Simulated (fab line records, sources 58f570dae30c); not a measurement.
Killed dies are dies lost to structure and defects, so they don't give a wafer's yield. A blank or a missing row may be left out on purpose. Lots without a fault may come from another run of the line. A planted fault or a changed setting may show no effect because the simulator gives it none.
Problem report in the 8D (eight disciplines) form, filled by code | flow berkeley_cmos170 | the parts of the form that need people (team, actions taken, sign-off) are left out

1. THE PROBLEM
cd_nm at UCB170_NLDD_CD_MEAS_06 reads a mean of 1182.9 nm on 6 wafers of 2 lots; wafers without a fault read 1199.9 nm with a standard deviation of 1.3. That is -13 standard deviations from the usual mean.
The step: target cd 1200 nm.
First seen on wafer L226.1, day 8 13:41, on cd_sem-01. The record holds 39 wafers of 13 lots with a number at this step. Rule for "out", or "out of limits": more than 4 standard deviations from the usual mean. The other wafers with a number count as sound.

2. WHAT IT IS AND WHAT IT IS NOT
question                    | is                     | is not
which readings at this step | cd_nm                  | -
which lots                  | L226, L228             | L216, L217, L218, L219, L220, L225, L232, L234, L235, L236, L238
which wafers of those lots  | all that have a number | -
read on which gauges        | cd_sem-01, cd_sem-02   | -
when                        | from day 8 13:41       | up to then (18 sound wafers); but 15 sound wafers of L232, L234, L235, L236, L238 came after

3. SUSPECTS, AND WHAT RULES EACH OUT
Counting: a tool at a process step up to the reading stays a suspect if it ran every lot that is out and no sound lot after the first of them.
- the gauge at UCB170_NLDD_CD_MEAS_06: ruled out. The wafers that are out were read on 2 gauges (cd_sem-01, cd_sem-02).
- litho_track-01 at UCB170_NLDD_DEVELOP_05 (develop time 45 s): kept. It ran every lot that is out, first L226 (day 8 13:00), and no sound lot after that; its last sound lot up to then is L218 (day 6 21:00).
Left after counting: litho_track-01 at UCB170_NLDD_DEVELOP_05.

4. THE CAUSE (what the simulator had put in)
Process parameter drift: litho_track-01, from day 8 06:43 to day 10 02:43, at UCB170_NLDD_DEVELOP_05. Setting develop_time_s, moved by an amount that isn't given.
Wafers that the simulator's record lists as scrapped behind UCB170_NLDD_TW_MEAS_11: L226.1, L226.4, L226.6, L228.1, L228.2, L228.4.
Counting left only this tool.

5. THE CHAIN OF EFFECTS, in route order
Each row: a reading whose mean over the struck wafers that have a number lies more than 3 standard deviations from the usual. Only readings for which the record gives a usual standard deviation are gone through. hours: the time from each lot's start at the first step in this table that gives one to its start at this step, as a median over the lots. sigmas: the change in usual standard deviations.
hours | step                   | reading | usual     | on struck wafers | change | sigmas
0     | UCB170_NLDD_CD_MEAS_06 | cd_nm   | 1199.9 nm | 1182.9           | -17.0  | -13
3     | UCB170_NLDD_TW_MEAS_11 | NLDD_TW | 2229      | 30               | -2199  | -99 or more

6. WHAT WOULD HAVE CAUGHT IT SOONER
In this record the first reading out of limits at a measuring or inspecting step was taken at day 8 13:41, 7 hours after the fault began at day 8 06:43.
Of the lots that are out (2), L228 began UCB170_NLDD_DEVELOP_05 on litho_track-01 after day 8 13:41. A hold on the tool at that time would have spared it.
